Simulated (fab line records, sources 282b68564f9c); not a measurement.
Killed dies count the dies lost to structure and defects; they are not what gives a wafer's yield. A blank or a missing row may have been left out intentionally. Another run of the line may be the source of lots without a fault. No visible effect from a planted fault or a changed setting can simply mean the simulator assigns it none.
fab line records | flow rit-cmos
record lots=6 wafers=18 last-day=7
route steps=202 shown ACTIVE@2 M1@202
lots with no fault: from the same line, run without faults
start-h: the number of hours between the record's first day and the start of the first shown wafer of the lot | wait-h: hours elapsed since this lot's preceding step | " repeats the value in the row above | L1.1+2: a row that stands for several wafers | - no value present, or no start provided | * or withheld: withheld | < > ~ a bound
route shown NAME@n: names a module that has steps shown in the file, with the first one's number in the route | usual: mean/standard deviation of fault-free wafers | same: alike in all rows | chamber/n: place in a boat | sites: per-site readings | _std_site: the values' standard deviation | _edge_site: outer sites' mean less inner sites' | radius-mm: for every site, how far away it sits from the centre of the wafer | mask NAME#n: copy n | behind: the tool/chamber that last shaped the wafer | hold: what put the lot on hold/how long, in hours/how the hold closed | device: which transistor (n, p or np) failed to switch | end of line: at the end of the route, the tests of the same wafers | a step without rows: its recipe alone | killed: not the wafer's yield, but the dies lost to structure and defects at the first sort | map: the dies of a wafer, with x for killed, . for not killed, _ for no die there
set.NAME: the setting as run; set.NAME@STEP: as run at that earlier step | model.NAME: the simulator's own value behind a step, which no gauge read
lots seen at some steps along the route; tables by step, rows by wafer
services: the hour from which a tool's chamber was out of use, counted from the record's first day as start-h (under 0 if before that day), plus the number of hours and why
## steps
# step RIT_ACTIVE_OXIDATION_01
# recipe temp-c=994 ambient=O2 target-thk-a=468 ox-time-s=3360
# step RIT_ACTIVE_THK_MEAS_02
# recipe reads=SiO2_of_ACTIVE_OXIDATION_01
# usual ACTIVE_OXIDE_THK=43.7/0.93
# columns lot.wafer tool chamber start-h wait-h ACTIVE_OXIDE_THK[nm]
L498.1 film-metro-02 - 37.48 0.0 43.6
L498.3 " - " " 43.7
L498.4 " - " " 44.2
L501.2 film-metro-01 - 53.76 0.0 43.8
L501.3 " - " " 43.4
L501.5 " - " " 43.6
L503.2 film-metro-04 - 62.26 0.0 43.3
L503.3 " - " " 42.3
L503.4 " - " " 42.8
L507.1 film-metro-04 - 82.05 0.0 43.7
L507.2 " - " " 43.7
L507.6 " - " " 43.5
L511.3 film-metro-02 - 102.46 0.0 43.7
L511.4 " - " " 44.2
L511.5 " - " " 43.3
L516.1 film-metro-04 - 127.05 0.0 45.8
L516.2 " - " " 45.7
L516.4 " - " " 45.7
# step RIT_ACTIVE_CVD_03
# recipe material=Si3N4 target-thk-nm=150 temp-c=810 precursor=SiH2Cl2/NH3 time-s=1500 pressure-mtorr=300 sih2cl2-flow-sccm=60 nh3-flow-sccm=150
# step RIT_ACTIVE_THK_MEAS_04
# recipe reads=Si3N4_of_ACTIVE_CVD_03
# usual ACTIVE_NITRIDE_THK=150.4/1.4
# columns lot.wafer tool chamber start-h wait-h ACTIVE_NITRIDE_THK[nm]
L498.1 film-metro-04 - 38.96 0.0 150.1
L498.3 " - " " 151.4
L498.4 " - " " 152.4
L501.2 film-metro-01 - 55.24 0.0 152.1
L501.3 " - " " 151.4
L501.5 " - " " 151.5
L503.2 film-metro-01 - 63.73 0.0 152.9
L503.3 " - " " 152.9
L503.4 " - " " 152.0
L507.1 film-metro-04 - 83.53 0.0 152.0
L507.2 " - " " 153.0
L507.6 " - " " 152.5
L511.3 film-metro-04 - 103.94 0.0 148.8
L511.4 " - " " 149.4
L511.5 " - " " 150.9
L516.1 film-metro-02 - 128.53 0.0 147.1
L516.2 " - " " 147.4
L516.4 " - " " 147.8
# step RIT_ACTIVE_HMDS_05
# recipe prime-time-s=60 prime-temp-c=140
# step RIT_ACTIVE_COAT_06
# recipe resist=NOVOLAK spin-rpm=3250 resist-thk-nm=1000
# step RIT_ACTIVE_SOFTBAKE_07
# recipe resist=NOVOLAK temp-c=90 time-s=60
# step RIT_ACTIVE_EXPOSE_08
# recipe mask-id=M1 na=0.6 source-shape=conventional sigma-outer=0.6 target-cd-nm=1400 dose-mj=225
# step RIT_ACTIVE_PEB_09
# recipe resist=NOVOLAK temp-c=withheld time-s=withheld
# step RIT_ACTIVE_DEVELOP_10
# recipe resist=NOVOLAK develop-time-s=50 dev-temp-c=23
# step RIT_ACTIVE_CD_MEAS_11
# recipe target-cd-nm=1400
# usual cd-nm=1400.2/2.5
# columns lot.wafer tool chamber start-h wait-h cd-nm
L498.1 cd-sem-01 - 39.87 - 1400.0
L498.3 " - " " 1398.9
L498.4 " - " " 1398.4
L501.2 cd-sem-02 - 56.16 - 1399.4
L501.3 " - " " 1401.2
L501.5 " - " " 1402.3
L503.2 cd-sem-02 - 64.65 - 1399.0
L503.3 " - " " 1400.0
L503.4 " - " " 1398.6
L507.1 cd-sem-01 - 84.56 - 1398.1
L507.2 " - " " 1399.4
L507.6 " - " " 1399.9
L511.3 cd-sem-01 - 104.99 - 1400.5
L511.4 " - " " 1400.3
L511.5 " - " " 1399.8
L516.1 cd-sem-01 - 129.51 - 1402.6
L516.2 " - " " 1402.5
L516.4 " - " " 1401.2
# step RIT_ACTIVE_HARDBAKE_12
# recipe resist=NOVOLAK temp-c=140.9 time-s=60
# step RIT_ACTIVE_ETCH_13
# recipe stop-on=SiO2 chemistry=SF6 target=Si3N4 time-s=210 over-etch-frac=0.4 SF6_flow_sccm=200 pressure-mtorr=260 rf-w=125 target-depth-a=2100
# usual drypump-motor-current-A=5.9/0.46 oes-product-au=0.821/0.014 throttle-valve-pct=7.52/0.11
# columns lot.wafer tool chamber start-h wait-h drypump-motor-current-A oes-product-au rf-hours-counter-h throttle-valve-pct model.NOVOLAK_of_ACTIVE_COAT_06.thk-nm model.ACTIVE.feature-depth-nm model.etch.depth-nm
L498.1 rie-diel-04 2 40.14 0.1 5.4 0.809 39 7.45 653.5 150.2 150.1
L498.3 " 0 " " 5.9 0.815 4 7.62 648.5 151.9 151.4
L498.4 " 3 " " 5.4 0.831 18 7.59 656.7 152.3 152.3
L501.2 rie-diel-02 2 56.41 0.1 6.0 0.838 48 7.49 649.8 152.9 152.1
L501.3 " 3 " " 6.4 0.845 55 7.63 645.1 151.5 151.5
L501.5 " 3 " " 6.4 0.832 - 7.62 650.3 151.5 151.5
L503.2 rie-diel-02 1 64.90 0.1 6.5 0.761 114 7.33 751.3 126.4 126.4
L503.3 " 2 " " 5.9 0.755 49 7.48 750.4 125 125
L503.4 " 3 " " 6.4 0.758 - 7.63 750.4 123.5 123.5
L507.1 rie-diel-02 2 84.83 0.1 6.0 0.761 49 7.50 744.6 124.8 124.8
L507.2 " 1 " " 6.5 0.765 115 7.35 738.9 127.4 127.4
L507.6 " 2 " " 6.0 0.755 - 7.50 744 124.9 124.9
L511.3 rie-diel-04 0 105.22 0.1 5.9 0.808 6 7.62 652.3 149.4 148.9
L511.4 " 3 " " 5.4 0.813 19 7.59 661.5 149.3 149.3
L511.5 " 0 " " 5.9 0.818 - 7.64 654.3 151.4 150.9
L516.1 rie-diel-04 1 129.84 0.1 5.7 0.806 90 7.51 656.5 147.1 147.1
L516.2 " 2 " " 5.4 0.798 40 7.45 657.1 147.6 147.5
L516.4 " 0 " " 5.8 0.803 6 7.62 652.3 148.4 147.9
# step RIT_ACTIVE_STRIP_14
# recipe chemistry=O2 time-s=180 resist=NOVOLAK platen-temp-c=withheld power-w=500 pressure-mtorr=4000 o2-flow-sccm=4000
# usual drypump-motor-current-A=5.6/0.51
# columns lot.wafer tool chamber start-h wait-h drypump-motor-current-A rf-hours-counter-h
L498.1 plasma-asher-03 1 40.27 0.1 5.5 39
L498.3 " 0 " " 5.3 -
L498.4 " 1 " " 5.5 -
L501.2 plasma-asher-02 1 56.54 0.1 5.1 43
L501.3 " 0 " " 5.4 -
L501.5 " 0 " " 5.4 -
L503.2 plasma-asher-04 0 65.04 0.1 5.4 40
L503.3 " 0 " " 5.4 -
L503.4 " 1 " " 6.6 -
L507.1 plasma-asher-04 0 84.97 0.1 5.4 43
L507.2 " 1 " " 6.6 43
L507.6 " 0 " " 5.4 -
L511.3 plasma-asher-02 0 105.41 0.1 5.4 -
L511.4 " 1 " " 5.1 -
L511.5 " 1 " " 5.1 -
L516.1 plasma-asher-03 1 129.97 0.1 5.5 1
L516.2 " 0 " " 5.3 1
L516.4 " 1 " " 5.5 -
# step RIT_M1_PROBE_99
# usual killed_at_M0_to_M3=0.0/0.2 killed-at-contacts=0.1/0.25 killed-at-front-end=6/3.1 killed-dies=6/3.1 killed-on-rim=1.6/1.4 killed-open=2.9/2 killed-short=3.3/2
# same gross-dies=264 killed_at_M4_up=0 killed-at-back-side=0 killed-at-other=0
# columns lot.wafer tool chamber start-h wait-h hold killed_at_M0_to_M3 killed-at-contacts killed-at-front-end killed-dies killed-on-rim killed-open killed-short
L498.1 prober-01 - 86.03 0.1 - 0 0 5 5 0 1 4
L498.3 prober-01 - 86.13 0.2 - 0 0 8 8 3 4 4
L498.4 prober-01 - 86.18 0.2 - 2 0 2 4 0 0 2
L501.2 prober-02 - 104.01 0.1 - 0 0 6 6 2 4 2
L501.3 prober-02 - 104.06 0.2 - 0 0 7 7 1 2 5
L501.5 prober-02 - 104.16 0.2 - 0 1 4 5 1 0 5
L503.2 prober-02 - 112.64 0.1 await-dispo/2.8h/scrap 0 1 263 264 70 0 2
L503.3 prober-02 - 112.69 0.2 await-dispo/2.8h/scrap 0 0 264 264 70 1 2
L503.4 prober-02 - 112.74 0.2 await-dispo/2.8h/scrap 0 0 264 264 70 4 1
L507.1 prober-02 - 132.92 0.1 await-dispo/7.3h/scrap 0 0 264 264 70 5 3
L507.2 prober-02 - 132.97 0.1 await-dispo/7.3h/scrap 0 0 264 264 70 5 6
L507.6 prober-02 - 133.17 0.2 await-dispo/7.3h/scrap 0 0 264 264 70 2 6
L511.3 prober-02 - 148.48 0.2 - 0 0 3 3 1 1 2
L511.4 prober-02 - 148.53 0.2 - 0 0 4 4 1 1 3
L511.5 prober-02 - 148.58 0.2 - 0 0 2 2 0 0 2
L516.1 prober-01 - 176.13 0.1 - 0 0 13 13 0 4 9
L516.2 prober-01 - 176.18 0.1 - 0 0 8 8 4 4 4
L516.4 prober-01 - 176.28 0.2 - 0 0 5 5 2 3 2
# killed by level:class
L498.1 SPACER:geometric-particle:short=3 GATE:geometric-particle:open=1 GATE:geometric-particle:short=1
L498.3 GATE:geometric-particle:short=4 GATE:geometric-particle:open=3 SPACER:geometric-particle:open=1
L498.4 M1:coat-microbubble-printed=2 GATE:geometric-particle:short=1 SILICIDE:geometric-particle:short=1
L501.2 SPACER:geometric-particle:open=2 FOX1:geometric-particle:open=1 FOX2:geometric-particle:short=1 REOX:geometric-particle:short=1 REOX:geometric-particle:open=1
L501.3 FOX2:geometric-particle:short=4 FOX2:geometric-particle:open=1 GATE:geometric-particle:open=1 GATE:geometric-particle:short=1
L501.5 FOX2:geometric-particle:short=2 GATE:geometric-particle:short=1 SPACER:geometric-particle:short=1 CONTACT:geometric-particle:short=1
L503.2 ACTIVE:area-etch=262 SILICIDE:geometric-particle:short=1 CONTACT:geometric-particle:short=1
L503.3 ACTIVE:area-etch=261 FOX2:geometric-particle:open=1 GATE:geometric-particle:short=1 SPACER:geometric-particle:short=1
L503.4 ACTIVE:area-etch=259 FOX1:geometric-particle:open=1 FOX2:geometric-particle:open=1 GATE:geometric-particle:open=1 SPACER:geometric-particle:short=1 SILICIDE:geometric-particle:open=1
L507.1 ACTIVE:area-etch=256 FOX1:geometric-particle:open=2 GATE:geometric-particle:open=2 FOX2:geometric-particle:short=1 GATE:geometric-particle:short=1 SILICIDE:geometric-particle:open=1 SILICIDE:geometric-particle:short=1
L507.2 ACTIVE:area-etch=253 SPACER:geometric-particle:short=3 FOX1:geometric-particle:open=2 SILICIDE:geometric-particle:short=2 GATE:geometric-particle:short=1 GATE:geometric-particle:open=1 SPACER:geometric-particle:open=1 SILICIDE:geometric-particle:open=1
L507.6 ACTIVE:area-etch=255 FOX1:geometric-particle:short=2 GATE:geometric-particle:open=2 REOX:geometric-particle:short=2 GATE:geometric-particle:short=1 SPACER:geometric-particle:short=1 ACTIVE:coat-microbubble-printed=1
L511.3 FOX1:geometric-particle:short=1 GATE:geometric-particle:open=1 SILICIDE:geometric-particle:short=1
L511.4 GATE:geometric-particle:open=1 GATE:geometric-particle:short=1 REOX:geometric-particle:short=1 SILICIDE:geometric-particle:short=1
L511.5 SILICIDE:geometric-particle:short=2
L516.1 SPACER:geometric-particle:short=3 SILICIDE:geometric-particle:short=3 GATE:geometric-particle:short=2 REOX:geometric-particle:open=2 FOX1:geometric-particle:open=1 FOX1:geometric-particle:short=1 SPACER:geometric-particle:open=1
L516.2 FOX1:geometric-particle:short=2 GATE:geometric-particle:short=2 FOX2:geometric-particle:open=1 GATE:geometric-particle:open=1 SPACER:geometric-particle:open=1 SILICIDE:geometric-particle:open=1
L516.4 FOX2:geometric-particle:open=3 GATE:geometric-particle:short=1 SPACER:geometric-particle:short=1
# map L503.2 (x killed, . not)
________xxxxxxx_______
_____xxxxxxxxxxxxx____
____xxxxxxxxxxxxxxx___
___xxxxxxxxxxxxxxxxx__
__xxxxxxxxxxxxxxxxxxx_
__xxxxxxxxxxxxxxxxxxx_
_xxxxxxxxxxxxxxxxxxxxx
_xxxxxxxxxxxxxxxxxxxxx
_xxxxxxxxxxxxxxxxxxxxx
_xxxxxxxxxxxxxxxxxxxxx
__xxxxxxxxxxxxxxxxxxx_
__xxxxxxxxxxxxxxxxxxx_
___xxxxxxxxxxxxxxxxx__
____xxxxxxxxxxxxxxx___
_____xxxxxxxxxxxxx____
________xxxxxxx_______
# map L507.1 (x killed, . not)
________xxxxxxx_______
_____xxxxxxxxxxxxx____
____xxxxxxxxxxxxxxx___
___xxxxxxxxxxxxxxxxx__
__xxxxxxxxxxxxxxxxxxx_
__xxxxxxxxxxxxxxxxxxx_
_xxxxxxxxxxxxxxxxxxxxx
_xxxxxxxxxxxxxxxxxxxxx
_xxxxxxxxxxxxxxxxxxxxx
_xxxxxxxxxxxxxxxxxxxxx
__xxxxxxxxxxxxxxxxxxx_
__xxxxxxxxxxxxxxxxxxx_
___xxxxxxxxxxxxxxxxx__
____xxxxxxxxxxxxxxx___
_____xxxxxxxxxxxxx____
________xxxxxxx_______
## services
# columns tool chamber start-h hours kind
plasma-asher-04 - 21.83 2.8 pm
rie-diel-02 0 51.74 13.6 repair
plasma-asher-02 - 71.80 14.6 pm
plasma-asher-03 - 88.64 1.2 repair
plasma-asher-03 - 108.75 9.0 pm
plasma-asher-03 0 108.75 9.0 vent-cycle
plasma-asher-03 1 108.75 9.0 vent-cycle
plasma-asher-03 0 117.75 - clean
plasma-asher-03 1 117.75 - clean
## key
first-sign step=RIT_ACTIVE_ETCH_13 reading=oes-product-au direction=down sigmas=4.4 usual=0.821 struck=0.759
effect step=RIT_M1_PROBE_99 reading=killed-dies direction=up sigmas=84 usual=6 struck=264
model-effect step=RIT_ACTIVE_ETCH_13 value=NOVOLAK_of_ACTIVE_COAT_06.thk-nm without=647.1 struck=746.6
more-kills-born-at RIT_ACTIVE_ETCH_13@rie-diel-02=1546
met-at RIT_ACTIVE_ETCH_13
struck-wafers L503.2,L503.3,L503.4,L507.1,L507.2,L507.6
later-rows-left-out L503.2,L503.3,L503.4,L507.1,L507.2,L507.6
tester-left-out L503,L507
onset-between 56.41 64.90
fault kind=process-parameter-drift tool=rie-diel-02 chamber=- onset-h=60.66 steps=RIT_ACTIVE_ETCH_13 channel=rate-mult offset=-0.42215 shape=step end-h=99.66
# tester-left-out: of these lots the tester's yield and bins aren't shown, on N5 and GAA mostly nor the transistor test; their killed dies are dies lost to structure and defects alone, not to doping, threshold or leakage, so they don't give the yield
# later-rows-left-out: the simulator's readings of these wafers behind a module that went badly wrong aren't trusted and aren't shown, but for the sort
